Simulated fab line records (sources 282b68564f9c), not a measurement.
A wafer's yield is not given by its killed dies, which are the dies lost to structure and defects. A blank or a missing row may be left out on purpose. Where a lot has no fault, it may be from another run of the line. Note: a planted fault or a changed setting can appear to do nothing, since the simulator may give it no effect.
Lot-split experiment ; flow rit-cmos ; 15 wafers read from 3 lots, route of 202 steps

## ON THE SPLIT
At RIT_PLDD_COAT_01 (resist thk 1000 nm), the setting resist-thk-nm was moved away from the recipe's 1000 nm on 6 of the 15 wafers read, by -5.1% to -1.8%. The other wafers ran this setting at the recipe's value.

## FROM THE SPLIT TO THE READING: what the file shows between them, 3 steps
- RIT_PLDD_SOFTBAKE_02: time 60 s
- RIT_PLDD_EXPOSE_03: exposes mask M8, target cd 40900 nm
- RIT_PLDD_DEVELOP_05: develop time 50 s

## THE READING
NOVOLAK_of_PLDD_COAT_01.thk-nm (the simulator's own value, which no gauge read), in nm, at RIT_PLDD_HARDBAKE_07 (time 60 s). There is no usual value for it anywhere in the file. The 9 wafers here that ran the recipe average 882.9 nm, standard deviation 1.6 nm.

wafer;tool, chamber at the split;resist-thk-nm as run, nm;against the recipe;NOVOLAK_of_PLDD_COAT_01.thk-nm, nm;against lot-mates on the recipe
L075.1;litho-track-04, 0;1000;recipe;882;-
L075.2;litho-track-04, 0;948.9;-5.1%;835.7;-46.0
L075.3;litho-track-04, 0;1000;recipe;882.1;-
L075.4;litho-track-04, 0;948.9;-5.1%;837.9;-43.8
L075.5;litho-track-04, 0;1000;recipe;881.1;-
L075.6;litho-track-04, 0;948.9;-5.1%;837.8;-43.9
L079.1;litho-track-02, 0;1000;recipe;883.5;-
L079.4;litho-track-02, 0;1000;recipe;885.9;-
L079.6;litho-track-02, 0;1000;recipe;884.4;-
L082.1;litho-track-01, 0;981.6;-1.8%;864.1;-18.3
L082.2;litho-track-01, 0;981.6;-1.8%;869.5;-12.9
L082.3;litho-track-01, 0;1000;recipe;883.3;-
L082.5;litho-track-01, 0;1000;recipe;883.3;-
L082.4;litho-track-01, 0;981.6;-1.8%;867.4;-15.0
L082.6;litho-track-01, 0;1000;recipe;880.5;-

THE FIT
A straight line over all 15 wafers: NOVOLAK_of_PLDD_COAT_01.thk-nm changes by +8.94 nm for each +1% of resist-thk-nm; r = +1.00; the points scatter about the line by 1.8 nm.
The same after taking each lot's own level away (the mean of its wafers on the recipe; 15 wafers): +8.71 nm for each +1%; r = +1.00; scatter 1.5 nm.
On that fit, the largest move of resist-thk-nm shifts the reading by 45 nm.
Measured against the standard deviation above, the lots' own levels, which go from 881.73 to 884.60 nm, span 1.8 times it.
Consequently the slope shifts little with the lot-to-lot level, the two slopes agreeing.
Check: -43.7 nm against its lot-mates is what the line predicts for one of the wafers moved furthest among these (-5.1%) when that wafer is left out of the fit. Against them it came out at -46 nm.

## THE OTHER SPLITS THESE WAFERS WENT THROUGH
Before the reading, these wafers also passed through other splits. Each is held against what the fit with the lots' levels taken away leaves over:
other split on the same wafers;wafers away from the commonest value;r with NOVOLAK_of_PLDD_COAT_01.thk-nm (lot level and that fit taken away)
RIT_ACTIVE_COAT_06 resist-thk-nm;6;+0.20
RIT_GATE_DEVELOP_15 develop-time-s;6;-0.05

## THE WHOLE CHAIN: every reading that the file lists as answering this split, in the file's order
step;what it does;reading;change (the file's fit);r (the file's)
RIT_PLDD_COAT_01;resist thk 1000 nm;NOVOLAK_of_PLDD_COAT_01.thk-nm (the simulator's own value, which no gauge read);+9.92 nm for each +1% of the setting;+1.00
RIT_PLDD_HARDBAKE_07;time 60 s;NOVOLAK_of_PLDD_COAT_01.thk-nm (the simulator's own value, which no gauge read);+8.68 nm for each +1% of the setting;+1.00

## FILE'S OWN FIT
NOVOLAK_of_PLDD_COAT_01.thk-nm changes by +8.68 nm for each +1% of resist-thk-nm, r = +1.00.
